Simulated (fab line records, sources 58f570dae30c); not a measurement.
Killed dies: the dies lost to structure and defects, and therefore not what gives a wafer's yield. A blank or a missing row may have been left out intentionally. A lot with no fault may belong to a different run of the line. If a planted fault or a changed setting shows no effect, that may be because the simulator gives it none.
Chamber matching | flow berkeley-cmos170 | UCB170_V2_CMP_02 on cmp-01: 4 sister chambers
The step polishes SiO2. 7 wafers are shown with their chamber, then 8 later ones without.

== WAFERS, EACH WITH ITS CHAMBER ==
wafer  | chamber | motor-current-A (A)
L691.4 | 3       | 15.0
L696.6 | 2       | 18.2
L699.1 | 1       | 15.7
L699.4 | 2       | 19.1
L702.5 | 0       | 13.4
L702.6 | 1       | 16.2
L703.1 | 0       | 13.9

== WAFERS MISSING THEIR CHAMBER ==
wafer  | motor-current-A (A)
L703.4 | 17.6
L703.6 | 14.0
L708.4 | 19.4
L708.5 | 14.5
L708.6 | 15.8
L710.3 | 15.7
L710.5 | 13.8
L710.6 | 15.7

== EACH ONE'S CHAMBER ==
wafer  | from the rows above     | in truth
L703.4 | can't be placed: 2 or 1 | 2
L703.6 | can't be placed: 0 or 3 | 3
L708.4 | 2                       | 2
L708.5 | can't be placed: 3 or 0 | 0
L708.6 | can't be placed: 1 or 3 | 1
L710.3 | can't be placed: 1 or 3 | 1
L710.5 | 0                       | 0
L710.6 | can't be placed: 1 or 3 | 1
Correct placement for 2 of the 8. Can't be placed from these rows: 6 (the true chamber is among the candidates in 6). Wrongly placed: 0.
How it was worked out, from the rows above alone: a wafer's distance from a chamber is the root of the sum, over the readings, of the square of ((its reading less the chamber's mean) divided by the reading's scatter). If the next closest chamber is less than 2 further off than the closest, the wafer can't be placed; otherwise it belongs to the closest. The mean given for a chamber averages the wafers shown for that chamber. The scatter is the square root of a quotient: the sum, over the shown wafers, of each reading's squared deviation from its chamber's mean, divided by wafers minus chambers.
